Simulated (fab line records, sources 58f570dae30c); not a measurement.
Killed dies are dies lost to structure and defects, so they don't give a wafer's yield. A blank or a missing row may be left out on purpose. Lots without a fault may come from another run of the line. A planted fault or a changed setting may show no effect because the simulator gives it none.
fab line records | flow berkeley_cmos170
record lots=5 wafers=15 last_day=11
route steps=331 shown V1@262 M2@271 V2@292
lots that met no fault: from a run of the same line without faults
start_h: hours from the record's first day to the start of the lot's first wafer shown | wait_h: hours since the lot's step before | " the same as in the row above | L1.1+2: a row that stands for several wafers | - no value, or no start given | * or withheld: withheld | < > ~ a bound
route shown NAME@n: a module of which the file shows steps, and the number in the route of the first | usual: mean/standard deviation of fault-free wafers | same: alike in all rows | chamber/n: place in a boat | sites: the reading at each site | _std_site: their standard deviation | _edge_site: outer sites' mean less inner sites' | radius_mm: how far each site lies from the wafer's centre | mask NAME#n: copy n | behind: the tool/chamber that last shaped the wafer | hold: why the lot was held/for how many hours/how that ended | device: the transistor (n, p or np) that didn't switch | end of line: the same wafers' tests at the end of the route | a step without rows: its recipe alone | killed: dies lost to structure and defects at the first sort, not the wafer's yield | map: a wafer's dies, x killed, . not, _ none there
set.NAME: the setting as run; set.NAME@STEP: as run at that earlier step | model.NAME: the simulator's own value behind a step, which no gauge read
lots at some steps of the route; a table a step, a row a wafer
services: from which hour (start_h, from the record's first day; less than 0 if before it) a tool's chamber was out of use, for how many hours, and why
## steps
# step UCB170_V1_SOFTBAKE_08
# recipe resist=KrF temp_c=130 time_s=60
# columns lot.wafer tool chamber start_h wait_h
L075.1+2+3 litho_track-02 0 150.80 0.1
L083.1+3+6 litho_track-02 0 214.31 0.1
L086.1+3+4 litho_track-03 0 218.49 0.1
L088.2+4+5 litho_track-01 0 224.43 0.1
L094.1+3+5 litho_track-02 0 256.95 0.1
# step UCB170_V1_EXPOSE_09
# recipe mask_id=VIA1 target_cd_nm=700 na=0.5 sigma_outer=0.6 source_shape=conventional dose_mj=37
# columns lot.wafer tool chamber start_h wait_h mask
L075.1+2+3 krf_scanner-02 0 150.95 0.1 VIA1#0
L083.1+3+6 krf_scanner-01 0 214.71 0.4 VIA1#0
L086.1+3+4 krf_scanner-02 0 218.77 0.2 VIA1#0
L088.2+4+5 krf_scanner-01 0 224.88 0.4 VIA1#0
L094.1+3+5 krf_scanner-02 0 257.34 0.4 VIA1#0
# step UCB170_V1_PEB_10
# recipe peb_temp_c=130 peb_time_s=withheld resist=KrF
# columns lot.wafer tool chamber start_h wait_h
L075.1+2+3 litho_track-02 0 151.50 0.5
L083.1+3+6 litho_track-02 0 214.91 0.2
L086.1+3+4 litho_track-01 0 218.88 0.1
L088.2+4+5 litho_track-02 0 225.31 0.4
L094.1+3+5 litho_track-02 0 257.46 0.1
# step UCB170_V1_DEVELOP_11
# recipe developer=TMAH develop_time_s=45 resist=KrF dev_temp_c=21
# columns lot.wafer tool chamber start_h wait_h
L075.1+2+3 litho_track-02 0 - -
L083.1+3+6 litho_track-02 0 - -
L086.1+3+4 litho_track-01 0 - -
L088.2+4+5 litho_track-02 0 - -
L094.1+3+5 litho_track-02 0 - -
# step UCB170_V1_CD_MEAS_12
# recipe target_cd_nm=700
# usual cd_nm=700.0/1.4
# columns lot.wafer tool chamber start_h wait_h cd_nm
L075.1 cd_sem-02 - 152.01 - 699.7
L075.2 " - " " 699.2
L075.3 " - " " 700.9
L083.1 cd_sem-02 - 215.19 - 700.5
L083.3 " - " " 699.7
L083.6 " - " " 701.2
L086.1 cd_sem-02 - 219.25 - 699.0
L086.3 " - " " 699.0
L086.4 " - " " 699.2
L088.2 cd_sem-02 - 225.74 - 700.6
L088.4 " - " " 699.7
L088.5 " - " " 701.2
L094.1 cd_sem-01 - 257.73 - 698.1
L094.3 " - " " 698.3
L094.5 " - " " 698.8
# step UCB170_V1_OVL_MEAS_13
# usual V1_OVL=-2/4.9
# columns lot.wafer tool chamber start_h wait_h V1_OVL[nm]
L075.1 overlay-01 - 152.13 0.1 9
L075.2 " - " " 5
L075.3 " - " " 2
L083.1 overlay-01 - 215.31 0.1 1
L083.3 " - " " -2
L083.6 " - " " -1
L086.1 overlay-02 - 219.37 0.1 -14
L086.3 " - " " -11
L086.4 " - " " -9
L088.2 overlay-01 - 225.85 0.1 -1
L088.4 " - " " 1
L088.5 " - " " -1
L094.1 overlay-02 - 257.85 0.1 -3
L094.3 " - " " -6
L094.5 " - " " 0
# step UCB170_V1_ETCH_14
# recipe chemistry=CHF3/CF4/Ar target=SiO2 stop_on=Al CHF3_flow_sccm=45 cf4_flow_sccm=15 Ar_flow_sccm=150 pressure_mtorr=200 rf_w=700 target_depth_a=12500 over_etch_frac=0.25 time_s=291
# usual drypump_motor_current_A=5.6/0.45 oes_product_au=0.872/0.013 throttle_valve_pct=6.95/0.078
# columns lot.wafer tool chamber start_h wait_h drypump_motor_current_A oes_product_au rf_hours_counter_h throttle_valve_pct
L075.1 rie_diel-04 3 152.17 0.0 5.8 0.878 146 7.02
L075.2 " 2 " " 6.1 0.867 14 6.94
L075.3 " 0 " " 6.1 0.884 8 7.07
L083.1 rie_diel-01 2 215.34 0.0 5.1 0.856 35 6.91
L083.3 " 3 " " 5.6 0.878 138 7.06
L083.6 " 2 " " 5.1 0.850 - 6.92
L086.1 rie_diel-04 3 219.41 0.0 5.8 0.896 1 7.04
L086.3 " 2 " " 6.2 0.870 18 6.94
L086.4 " 1 " " 5.7 0.849 131 7.02
L088.2 rie_diel-01 2 225.88 0.0 5.1 0.851 36 6.93
L088.4 " 3 " " 5.5 0.883 - 7.08
L088.5 " 1 " " 6.4 0.874 - 6.81
L094.1 rie_diel-01 2 257.89 0.0 5.1 0.852 37 6.92
L094.3 " 0 " " 4.9 0.846 131 6.91
L094.5 " 0 " " 4.9 0.846 - 6.90
# step UCB170_V1_STRIP_15
# recipe chemistry=O2 power_w=400 pressure_mtorr=3500 platen_temp_c=withheld o2_flow_sccm=400 overash_fraction=0.5
# usual drypump_motor_current_A=5.6/0.32 oes_product_au=0.722/0.0046 strip_time_to_endpoint_s=15.36/0.13
# columns lot.wafer tool chamber start_h wait_h drypump_motor_current_A oes_product_au rf_hours_counter_h strip_time_to_endpoint_s
L075.1 plasma_asher-01 1 152.34 0.1 5.2 0.719 47 15.41
L075.2 " 0 " " 5.8 0.723 47 15.51
L075.3 " 0 " " 5.7 0.716 - 15.47
L083.1 plasma_asher-03 0 215.52 0.1 5.2 0.725 50 15.30
L083.3 " 1 " " 5.5 0.724 - 15.28
L083.6 " 1 " " 5.5 0.721 - 15.39
L086.1 plasma_asher-04 1 219.58 0.1 6.1 0.715 11 15.27
L086.3 " 0 " " 5.8 0.725 - 15.44
L086.4 " 1 " " 6.1 0.722 - 15.27
L088.2 plasma_asher-01 1 226.06 0.1 5.2 0.726 55 15.07
L088.4 " 0 " " 5.7 0.720 - 15.18
L088.5 " 1 " " 5.2 0.725 - 15.04
L094.1 plasma_asher-01 0 258.07 0.1 5.7 0.730 58 15.18
L094.3 " 0 " " 5.7 0.726 - 15.20
L094.5 " 1 " " 5.3 0.717 - 15.23
# step UCB170_V1_CD_MEAS_90
# recipe target_cd_nm=700
# usual cd_nm=699.8/1.5
# columns lot.wafer tool chamber start_h wait_h cd_nm
L075.1 cd_sem-02 - 152.52 0.1 699.1
L075.2 " - " " 698.8
L075.3 " - " " 700.5
L083.1 cd_sem-02 - 215.70 0.1 700.6
L083.3 " - " " 699.2
L083.6 " - " " 700.7
L086.1 cd_sem-01 - 219.68 0.1 697.9
L086.3 " - " " 696.8
L086.4 " - " " 698.8
L088.2 cd_sem-02 - 226.46 0.4 701.2
L088.4 " - " " 700.1
L088.5 " - " " 701.4
L094.1 cd_sem-02 - 258.17 0.1 697.4
L094.3 " - " " 698.0
L094.5 " - " " 698.2
# step UCB170_M2_PRE_CLEAN_00
# recipe gas=Ar preclean_etch_time_s=60
# columns lot.wafer tool chamber start_h wait_h
L075.1+2+3 pvd_sputter-04 - 152.64 0.1
L083.1+3+6 pvd_sputter-01 - 215.82 0.1
L086.1+3+4 pvd_sputter-04 - 219.80 0.1
L088.2+4+5 pvd_sputter-02 - 226.56 0.1
L094.1+3+5 pvd_sputter-02 - 258.29 0.1
# step UCB170_M2_SPUTTER_01
# recipe material=Al target_thk_nm=900 time_s=120 power_w=6000 chamber_pressure_pa=0.5
# usual throttle_valve_pct=30.0/1.3
# columns lot.wafer tool chamber start_h wait_h throttle_valve_pct
L075.1 pvd_sputter-04 - 152.71 0.0 27.5
L075.2 " - " " 30.9
L075.3 " - " " 30.7
L083.1 pvd_sputter-01 - 215.89 0.0 31.0
L083.3 " - " " 29.5
L083.6 " - " " 30.9
L086.1 pvd_sputter-04 - 219.87 0.0 27.6
L086.3 " - " " 30.8
L086.4 " - " " 31.0
L088.2 pvd_sputter-02 - 226.63 0.0 29.4
L088.4 " - " " 29.6
L088.5 " - " " 29.3
L094.1 pvd_sputter-02 - 258.36 0.0 29.3
L094.3 " - " " 33.0
L094.5 " - " " 29.8
# step UCB170_M2_RS_MEAS_02
# recipe thk_meas_gauge=four-point-probe reads=Al_of_M2_SPUTTER_01
# usual M2_AL_RS=0.0321/0.00033
# columns lot.wafer tool chamber start_h wait_h M2_AL_RS[ohm/sq]
L075.1 film_metro-04 - 152.79 0.0 0.0324
L075.2 " - " " 0.0321
L075.3 " - " " 0.0325
L083.1 film_metro-01 - 215.97 0.0 0.0323
L083.3 " - " " 0.0318
L083.6 " - " " 0.0324
L086.1 film_metro-02 - 219.95 0.0 0.0321
L086.3 " - " " 0.0317
L086.4 " - " " 0.0319
L088.2 film_metro-04 - 226.73 0.1 0.0322
L088.4 " - " " 0.0324
L088.5 " - " " 0.0323
L094.1 film_metro-04 - 258.45 0.0 0.0321
L094.3 " - " " 0.0322
L094.5 " - " " 0.0323
# step UCB170_M2_THK_MEAS_03
# recipe thk_meas_gauge=xrf reads=Al_of_M2_SPUTTER_01
# usual M2_AL_THK=904/11
# columns lot.wafer tool chamber start_h wait_h M2_AL_THK[nm]
L075.1 film_metro-04 - 152.91 0.1 890
L075.2 " - " " 903
L075.3 " - " " 891
L083.1 film_metro-01 - 216.09 0.1 889
L083.3 " - " " 912
L083.6 " - " " 889
L086.1 film_metro-02 - 220.07 0.1 907
L086.3 " - " " 914
L086.4 " - " " 912
L088.2 film_metro-04 - 226.84 0.1 893
L088.4 " - " " 901
L088.5 " - " " 898
L094.1 film_metro-04 - 258.57 0.1 904
L094.3 " - " " 905
L094.5 " - " " 902
# step UCB170_M2_HMDS_04
# recipe prime_time_s=60 prime_temp_c=100
# columns lot.wafer tool chamber start_h wait_h
L075.1+2+3 litho_track-01 0 153.68 0.8
L083.1+3+6 litho_track-04 0 216.15 0.1
L086.1+3+4 litho_track-04 0 220.13 0.1
L088.2+4+5 litho_track-02 0 226.92 0.1
L094.1+3+5 litho_track-04 0 258.71 0.1
# step UCB170_M2_COAT_05
# recipe resist=KrF spin_rpm=1500 resist_thk_nm=900
# columns lot.wafer tool chamber start_h wait_h
L075.1+2+3 litho_track-01 0 153.83 0.1
L083.1+3+6 litho_track-04 0 216.30 0.1
L086.1+3+4 litho_track-04 0 220.28 0.1
L088.2+4+5 litho_track-02 0 227.07 0.1
L094.1+3+5 litho_track-04 0 258.86 0.1
# step UCB170_M2_SOFTBAKE_06
# recipe resist=KrF temp_c=130 time_s=60
# columns lot.wafer tool chamber start_h wait_h
L075.1+2+3 litho_track-01 0 153.98 0.1
L083.1+3+6 litho_track-04 0 216.45 0.1
L086.1+3+4 litho_track-04 0 220.43 0.1
L088.2+4+5 litho_track-02 0 227.22 0.1
L094.1+3+5 litho_track-04 0 259.01 0.1
# step UCB170_M2_STRIP_07
# recipe chemistry=O2 power_w=400 pressure_mtorr=3500 platen_temp_c=withheld o2_flow_sccm=400 overash_fraction=0.5
# usual drypump_motor_current_A=5.6/0.33 oes_product_au=0.734/0.0046 strip_time_to_endpoint_s=21.96/0.061
# columns lot.wafer tool chamber start_h wait_h drypump_motor_current_A oes_product_au rf_hours_counter_h strip_time_to_endpoint_s
L075.1 plasma_asher-03 1 154.13 0.1 5.5 0.731 44 22.01
L075.2 " 0 " " 5.2 0.728 44 21.99
L075.3 " 0 " " 5.2 0.730 - 22.03
L083.1 plasma_asher-01 1 216.60 0.1 5.2 0.737 54 22.03
L083.3 " 0 " " 5.7 0.733 - 22.05
L083.6 " 1 " " 5.3 0.736 - 22.00
L086.1 plasma_asher-02 0 220.58 0.1 6.2 0.730 44 22.03
L086.3 " 1 " " 5.6 0.737 - 21.91
L086.4 " 0 " " 6.2 0.742 - 21.90
L088.2 plasma_asher-02 1 227.34 0.1 5.6 0.731 45 21.90
L088.4 " 0 " " 6.2 0.739 - 21.85
L088.5 " 1 " " 5.6 0.729 - 21.84
L094.1 plasma_asher-01 1 259.16 0.1 5.3 0.727 58 22.01
L094.3 " 0 " " 5.7 0.735 - 21.92
L094.5 " 0 " " 5.7 0.739 - 22.00
# step UCB170_M2_STRIP_08
# recipe chemistry=DMSO temp_c=80 time_s=600 material=KrF
# columns lot.wafer tool chamber start_h wait_h
L075.1+2+3 wet_bench-02 2 154.23 0.1
L083.1+3+6 wet_bench-02 1 216.70 0.1
L086.1+3+4 wet_bench-02 1 220.87 0.3
L088.2+4+5 wet_bench-01 1 227.63 0.2
L094.1+3+5 wet_bench-01 3 259.26 0.1
# step UCB170_M2_COAT_09
# recipe resist=BARC temp_c=withheld time_s=withheld spin_rpm=3000 resist_thk_nm=withheld
# columns lot.wafer tool chamber start_h wait_h
L075.1+2+3 litho_track-02 0 154.42 0.0
L083.1+3+6 litho_track-02 0 217.20 0.3
L086.1+3+4 litho_track-01 0 221.35 0.3
L088.2+4+5 litho_track-04 0 228.12 0.3
L094.1+3+5 litho_track-04 0 259.61 0.2
# step UCB170_M2_COAT_10
# recipe resist=KrF spin_rpm=1500 resist_thk_nm=900
# columns lot.wafer tool chamber start_h wait_h
L075.1+2+3 litho_track-02 0 - -
L083.1+3+6 litho_track-02 0 - -
L086.1+3+4 litho_track-01 0 - -
L088.2+4+5 litho_track-04 0 - -
L094.1+3+5 litho_track-04 0 - -
# step UCB170_M2_SOFTBAKE_11
# recipe resist=KrF temp_c=130 time_s=60
# columns lot.wafer tool chamber start_h wait_h
L075.1+2+3 litho_track-02 0 - -
L083.1+3+6 litho_track-02 0 - -
L086.1+3+4 litho_track-01 0 - -
L088.2+4+5 litho_track-04 0 - -
L094.1+3+5 litho_track-04 0 - -
# step UCB170_M2_EXPOSE_12
# recipe mask_id=METAL2 target_cd_nm=700 na=0.5 sigma_outer=0.6 source_shape=conventional dose_mj=26
# columns lot.wafer tool chamber start_h wait_h mask
L075.1+2+3 krf_scanner-02 0 155.17 - METAL2#0
L083.1+3+6 krf_scanner-01 0 217.78 - METAL2#0
L086.1+3+4 krf_scanner-01 0 221.80 - METAL2#0
L088.2+4+5 krf_scanner-01 0 228.75 - METAL2#0
L094.1+3+5 krf_scanner-01 0 260.17 - METAL2#0
# step UCB170_M2_PEB_13
# recipe peb_temp_c=130 peb_time_s=withheld resist=KrF
# columns lot.wafer tool chamber start_h wait_h
L075.1+2+3 litho_track-02 0 155.28 0.1
L083.1+3+6 litho_track-01 0 218.14 0.3
L086.1+3+4 litho_track-02 0 221.91 0.1
L088.2+4+5 litho_track-02 0 228.87 0.1
L094.1+3+5 litho_track-02 0 260.28 0.1
# step UCB170_M2_DEVELOP_14
# recipe developer=TMAH develop_time_s=45 resist=KrF dev_temp_c=21
# columns lot.wafer tool chamber start_h wait_h
L075.1+2+3 litho_track-02 0 - -
L083.1+3+6 litho_track-01 0 - -
L086.1+3+4 litho_track-02 0 - -
L088.2+4+5 litho_track-02 0 - -
L094.1+3+5 litho_track-02 0 - -
# step UCB170_M2_CD_MEAS_15
# recipe target_cd_nm=700
# usual cd_nm=699.7/1.3
# columns lot.wafer tool chamber start_h wait_h cd_nm
L075.1 cd_sem-01 - 155.56 - 700.8
L075.2 " - " " 699.9
L075.3 " - " " 698.9
L083.1 cd_sem-02 - 218.42 - 700.6
L083.3 " - " " 701.8
L083.6 " - " " 700.5
L086.1 cd_sem-02 - 222.19 - 698.9
L086.3 " - " " 699.7
L086.4 " - " " 700.4
L088.2 cd_sem-02 - 229.14 - 701.1
L088.4 " - " " 701.3
L088.5 " - " " 701.3
L094.1 cd_sem-02 - 260.56 - 700.2
L094.3 " - " " 700.7
L094.5 " - " " 699.6
# step UCB170_M2_OVL_MEAS_16
# usual M2_OVL=-6/4.5
# columns lot.wafer tool chamber start_h wait_h M2_OVL[nm]
L075.1 overlay-02 - 155.68 0.1 -2
L075.2 " - " " -4
L075.3 " - " " 2
L083.1 overlay-01 - 218.54 0.1 -6
L083.3 " - " " -9
L083.6 " - " " -10
L086.1 overlay-02 - 222.31 0.1 -13
L086.3 " - " " -9
L086.4 " - " " -12
L088.2 overlay-01 - 229.24 0.1 -14
L088.4 " - " " -13
L088.5 " - " " -11
L094.1 overlay-01 - 260.68 0.1 -1
L094.3 " - " " -7
L094.5 " - " " -6
# step UCB170_M2_ETCH_17
# recipe chemistry=N2/H2 target_depth_a=withheld overetch_a=withheld target=BARC time_s=withheld source_w=500 bias_w=100 pressure_mtorr=30 n2_flow_sccm=100 h2_flow_sccm=200
# usual drypump_motor_current_A=5.7/0.46 oes_product_au=0.997/0.019 throttle_valve_pct=13.33/0.15
# columns lot.wafer tool chamber start_h wait_h drypump_motor_current_A oes_product_au throttle_valve_pct
L075.1 rie_diel-04 1 155.72 0.0 5.7 0.983 13.36
L075.2 " 0 " " 6.0 0.997 13.41
L075.3 " 2 " " 6.1 0.969 13.34
L083.1 rie_diel-04 2 218.58 0.0 6.1 0.983 13.35
L083.3 " 0 " " 6.0 1.005 13.40
L083.6 " 3 " " 5.8 1.009 13.37
L086.1 rie_diel-04 2 222.34 0.0 6.1 0.974 13.36
L086.3 " 0 " " 6.0 1.003 13.42
L086.4 " 3 " " 5.8 1.013 13.37
L088.2 rie_diel-04 2 229.27 0.0 6.1 0.977 13.34
L088.4 " 0 " " 6.0 1.011 13.42
L088.5 " 3 " " 5.8 1.024 13.38
L094.1 rie_diel-01 3 260.71 0.0 5.6 1.021 13.49
L094.3 " 1 " " 6.4 1.013 13.02
L094.5 " 1 " " 6.5 1.028 13.01
# step UCB170_M2_METAL_ETCH_18
# recipe chemistry=Cl2/BCl3 target=Al stop_on=SiO2 pressure_mtorr=12 target_depth_a=11700 over_etch_frac=0.3 time_s=195 icp_w=600 bias_w=120 Cl2_flow_sccm=90 bcl3_flow_sccm=45
# usual drypump_motor_current_A=5.9/0.43 oes_product_au=0.856/0.015 throttle_valve_pct=24.35/0.15
# columns lot.wafer tool chamber start_h wait_h drypump_motor_current_A oes_product_au rf_hours_counter_h throttle_valve_pct
L075.1 rie_metal-02 0 155.76 - 5.1 0.847 2 24.19
L075.2 " 1 " " 6.3 0.851 3 24.24
L075.3 " 0 " " 5.1 0.845 - 24.16
L083.1 rie_metal-04 0 218.62 - 6.1 0.869 14 24.35
L083.3 " 0 " " 6.1 0.882 - 24.36
L083.6 " 1 " " 6.0 0.856 - 24.43
L086.1 rie_metal-02 1 222.39 - 6.3 0.862 4 24.22
L086.3 " 0 " " 5.1 0.845 - 24.15
L086.4 " 1 " " 6.3 0.849 - 24.22
L088.2 rie_metal-04 1 229.32 - 6.0 0.851 11 24.42
L088.4 " 1 " " 6.0 0.853 - 24.41
L088.5 " 0 " " 6.1 0.880 - 24.35
L094.1 rie_metal-01 1 260.76 - 6.3 0.855 13 24.32
L094.3 " 0 " " 5.9 0.834 - 24.68
L094.5 " 1 " " 6.3 0.862 - 24.33
# step UCB170_M2_STRIP_19
# recipe chemistry=O2 power_w=400 pressure_mtorr=3500 platen_temp_c=withheld o2_flow_sccm=400 overash_fraction=0.5
# usual drypump_motor_current_A=5.5/0.31 oes_product_au=0.546/0.016
# columns lot.wafer tool chamber start_h wait_h drypump_motor_current_A oes_product_au rf_hours_counter_h
L075.1 plasma_asher-01 1 155.95 0.1 5.2 0.548 48
L075.2 " 0 " " 5.7 0.567 48
L075.3 " 0 " " 5.7 0.555 -
L083.1 plasma_asher-03 0 218.81 0.1 5.2 0.563 51
L083.3 " 0 " " 5.2 0.565 -
L083.6 " 0 " " 5.2 0.527 -
L086.1 plasma_asher-03 1 222.57 0.1 5.5 0.556 51
L086.3 " 0 " " 5.2 0.545 -
L086.4 " 1 " " 5.5 0.556 -
L088.2 plasma_asher-03 0 229.50 0.1 5.2 0.505 52
L088.4 " 0 " " 5.2 0.518 -
L088.5 " 0 " " 5.2 0.553 -
L094.1 plasma_asher-01 1 260.94 0.1 5.3 0.553 59
L094.3 " 1 " " 5.2 0.539 -
L094.5 " 1 " " 5.2 0.536 -
# step UCB170_M2_CD_MEAS_90
# recipe target_cd_nm=700
# usual cd_nm=700/3.6
# columns lot.wafer tool chamber start_h wait_h cd_nm
L075.1 cd_sem-02 - 156.05 0.1 700
L075.2 " - " " 700
L075.3 " - " " 702
L083.1 cd_sem-01 - 218.91 0.1 704
L083.3 " - " " 704
L083.6 " - " " 701
L086.1 cd_sem-02 - 222.67 0.1 694
L086.3 " - " " 701
L086.4 " - " " 699
L088.2 cd_sem-01 - 229.62 0.1 702
L088.4 " - " " 702
L088.5 " - " " 705
L094.1 cd_sem-01 - 261.04 0.1 699
L094.3 " - " " 701
L094.5 " - " " 699
# step UCB170_V2_CVD_00
# recipe material=SiO2 target_thk_nm=2000 temp_c=390 precursor=TEOS/O2 time_s=250 rf_w=550 pressure_mtorr=9000
# usual heater_power_w=260/53
# columns lot.wafer tool chamber start_h wait_h heater_power_w
L075.1 pecvd-04 0 156.17 0.1 331
L075.2 " 1 " " 307
L075.3 " 2 " " 328
L083.1 pecvd-02 2 219.03 0.1 295
L083.3 " 1 " " 188
L083.6 " 2 " " 217
L086.1 pecvd-03 2 222.79 0.1 325
L086.3 " 0 " " 260
L086.4 " 1 " " 240
L088.2 pecvd-03 0 229.72 0.1 270
L088.4 " 0 " " 212
L088.5 " 2 " " 236
L094.1 pecvd-04 2 261.16 0.1 358
L094.3 " 1 " " 257
L094.5 " 1 " " 319
# step UCB170_V2_THK_MEAS_01
# recipe reads=SiO2_of_V2_CVD_00
# usual V2_TEOS_THK=2003/27
# columns lot.wafer tool chamber start_h wait_h V2_TEOS_THK[nm]
L075.1 film_metro-02 - 156.32 0.1 1973
L075.2 " - " " 2028
L075.3 " - " " 1986
L083.1 film_metro-04 - 219.18 0.1 1999
L083.3 " - " " 1983
L083.6 " - " " 2023
L086.1 film_metro-02 - 222.95 0.1 1948
L086.3 " - " " 1954
L086.4 " - " " 2007
L088.2 film_metro-02 - 229.89 0.1 1966
L088.4 " - " " 1988
L088.5 " - " " 1968
L094.1 film_metro-04 - 261.32 0.1 1985
L094.3 " - " " 2023
L094.5 " - " " 2032
# step UCB170_V2_CMP_02
# recipe material=SiO2 down_force_psi=6 platen_rpm=60 pad_velocity_m_s=0.75398
# usual motor_current_A=16.7/1.1
# columns lot.wafer tool chamber start_h wait_h motor_current_A
L075.1 cmp-01 0 156.38 0.1 17.8
L075.2 " 1 " " 16.7
L075.3 " 3 " " 17.4
L083.3 cmp-02 0 219.29 0.1 15.5
L083.1 " 2 " " 17.6
L083.6 " 0 " " 16.3
L086.3 cmp-01 1 223.29 0.3 16.7
L086.1 " 2 " " 16.9
L086.4 " 3 " " 17.4
L088.4 cmp-02 0 229.99 0.1 15.1
L088.2 " 1 " " 15.6
L088.5 " 3 " " 16.5
L094.3 cmp-01 3 261.43 0.1 19.0
L094.1 " 1 " " 17.8
L094.5 " 3 " " 18.8
# step UCB170_V2_BOW_MEAS_03
# recipe mode=bow
# usual V2_BOW=37/7.5
# columns lot.wafer tool chamber start_h wait_h V2_BOW[um]
L075.1 film_metro-04 - 156.68 0.2 42
L075.2 " - " " 30
L075.3 " - " " 36
L083.1 film_metro-04 - 219.54 0.1 23
L083.3 " - " " 38
L083.6 " - " " 26
L086.1 film_metro-03 - 223.54 0.1 44
L086.3 " - " " 23
L086.4 " - " " 40
L088.2 film_metro-04 - 230.26 0.2 33
L088.4 " - " " 37
L088.5 " - " " 44
L094.1 film_metro-03 - 261.68 0.1 33
L094.3 " - " " 30
L094.5 " - " " 34
# step UCB170_V2_THK_MEAS_04
# recipe reads=SiO2_of_V2_CVD_00
# usual V2_POLISHED_THK=999.9/1.2
# columns lot.wafer tool chamber start_h wait_h V2_POLISHED_THK[nm]
L075.1 film_metro-04 - 156.80 0.1 999.9
L075.2 " - " " 999.0
L075.3 " - " " 1000.2
L083.1 film_metro-04 - 219.66 0.1 999.0
L083.3 " - " " 998.4
L083.6 " - " " 997.5
L086.1 film_metro-03 - 223.66 0.1 1000.7
L086.3 " - " " 1001.1
L086.4 " - " " 1001.8
L088.2 film_metro-04 - 230.37 0.1 999.2
L088.4 " - " " 998.8
L088.5 " - " " 1001.6
L094.1 film_metro-03 - 261.80 0.1 1001.3
L094.3 " - " " 1002.9
L094.5 " - " " 1001.6
# step UCB170_V2_CLEAN_05
# recipe chemistry=DIW
# columns lot.wafer tool chamber start_h wait_h
L075.1+2+3 wet_bench-04 1 158.51 1.7
L083.1+3+6 wet_bench-02 2 219.72 0.1
L086.1+3+4 wet_bench-02 2 223.90 0.2
L088.2+4+5 wet_bench-02 1 230.42 0.0
L094.1+3+5 wet_bench-02 0 264.54 2.7
# step UCB170_V2_HMDS_06
# recipe prime_time_s=60 prime_temp_c=100
# columns lot.wafer tool chamber start_h wait_h
L075.1+2+3 litho_track-04 0 158.68 0.0
L083.1+3+6 litho_track-03 0 219.93 0.0
L086.1+3+4 litho_track-01 0 224.56 0.4
L088.2+4+5 litho_track-04 0 230.92 0.3
L094.1+3+5 litho_track-04 0 265.16 0.4
# step UCB170_V2_COAT_07
# recipe resist=KrF spin_rpm=1500 resist_thk_nm=900
# columns lot.wafer tool chamber start_h wait_h
L075.1+2+3 litho_track-04 0 158.83 0.1
L083.1+3+6 litho_track-03 0 220.08 0.1
L086.1+3+4 litho_track-01 0 224.71 0.1
L088.2+4+5 litho_track-04 0 231.07 0.1
L094.1+3+5 litho_track-04 0 265.31 0.1
# step UCB170_V2_SOFTBAKE_08
# recipe resist=KrF temp_c=130 time_s=60
# columns lot.wafer tool chamber start_h wait_h
L075.1+2+3 litho_track-04 0 158.98 0.1
L083.1+3+6 litho_track-03 0 220.23 0.1
L086.1+3+4 litho_track-01 0 224.86 0.1
L088.2+4+5 litho_track-04 0 231.22 0.1
L094.1+3+5 litho_track-04 0 265.46 0.1
# step UCB170_V2_EXPOSE_09
# recipe mask_id=VIA2 target_cd_nm=700 na=0.5 sigma_outer=0.6 source_shape=conventional dose_mj=37
# columns lot.wafer tool chamber start_h wait_h mask
L075.1+2+3 krf_scanner-02 0 159.20 0.2 VIA2#0
L083.1+3+6 krf_scanner-02 0 220.38 0.1 VIA2#0
L086.1+3+4 krf_scanner-01 0 225.01 0.1 VIA2#0
L088.2+4+5 krf_scanner-02 0 231.52 0.3 VIA2#0
L094.1+3+5 krf_scanner-02 0 265.61 0.1 VIA2#0
# step UCB170_V2_PEB_10
# recipe peb_temp_c=130 peb_time_s=withheld resist=KrF
# columns lot.wafer tool chamber start_h wait_h
L075.1+2+3 litho_track-01 0 159.42 0.2
L083.1+3+6 litho_track-01 0 220.59 0.2
L086.1+3+4 litho_track-01 0 225.28 0.3
L088.2+4+5 litho_track-01 0 231.64 0.1
L094.1+3+5 litho_track-04 0 266.33 0.7
# step UCB170_V2_DEVELOP_11
# recipe developer=TMAH develop_time_s=45 resist=KrF dev_temp_c=21
# columns lot.wafer tool chamber start_h wait_h
L075.1+2+3 litho_track-01 0 - -
L083.1+3+6 litho_track-01 0 - -
L086.1+3+4 litho_track-01 0 - -
L088.2+4+5 litho_track-01 0 - -
L094.1+3+5 litho_track-04 0 - -
# step UCB170_V2_CD_MEAS_12
# recipe target_cd_nm=700
# usual cd_nm=700.3/1.5
# columns lot.wafer tool chamber start_h wait_h cd_nm
L075.1 cd_sem-02 - 159.69 - 702.8
L075.2 " - " " 703.2
L075.3 " - " " 702.7
L083.1 cd_sem-01 - 220.86 - 702.1
L083.3 " - " " 700.9
L083.6 " - " " 700.0
L086.1 cd_sem-02 - 225.96 - 701.1
L086.3 " - " " 701.1
L086.4 " - " " 701.8
L088.2 cd_sem-02 - 231.91 - 698.3
L088.4 " - " " 698.3
L088.5 " - " " 698.9
L094.1 cd_sem-02 - 266.61 - 701.2
L094.3 " - " " 702.2
L094.5 " - " " 701.3
# step UCB170_V2_OVL_MEAS_13
# usual V2_OVL=1/5.4
# columns lot.wafer tool chamber start_h wait_h V2_OVL[nm]
L075.1 overlay-01 - 159.81 0.1 4
L075.2 " - " " 5
L075.3 " - " " 0
L083.1 overlay-02 - 220.98 0.1 4
L083.3 " - " " 0
L083.6 " - " " 1
L086.1 overlay-01 - 226.08 0.1 13
L086.3 " - " " 5
L086.4 " - " " 2
L088.2 overlay-02 - 232.02 0.1 -4
L088.4 " - " " 0
L088.5 " - " " -2
L094.1 overlay-01 - 266.73 0.1 3
L094.3 " - " " 2
L094.5 " - " " 1
## services
# columns tool chamber start_h hours kind
krf_scanner-01 - 138.97 2.2 repair
rie_diel-04 1 150.85 3.4 repair
krf_scanner-02 - 153.59 1.0 pm
cmp-01 - 166.30 0.6 repair
rie_diel-04 1 174.40 9.4 repair
rie_diel-01 2 198.22 1.6 repair
cmp-01 - 200.80 0.3 repair
krf_scanner-01 - 209.86 1.0 pm
krf_scanner-02 - 210.96 4.4 pm
rie_diel-01 0 216.04 16.1 repair
wet_bench-02 - 224.87 1.0 repair
cmp-01 - 230.65 0.2 repair
cmp-01 - 232.00 4.0 pm
rie_diel-01 0 236.69 14.6 repair
krf_scanner-02 - 237.97 0.8 pm
krf_scanner-01 - 239.04 8.7 repair
rie_diel-04 2 239.53 2.3 repair
krf_scanner-01 - 247.75 3.6 pm
krf_scanner-01 - 251.31 1.3 pm
krf_scanner-01 - 252.61 0.8 pm
krf_scanner-01 - 256.69 0.5 repair
krf_scanner-02 - 259.51 1.3 pm
rie_diel-01 0 261.24 4.7 repair
krf_scanner-01 - 261.90 4.4 pm
## key
fault none
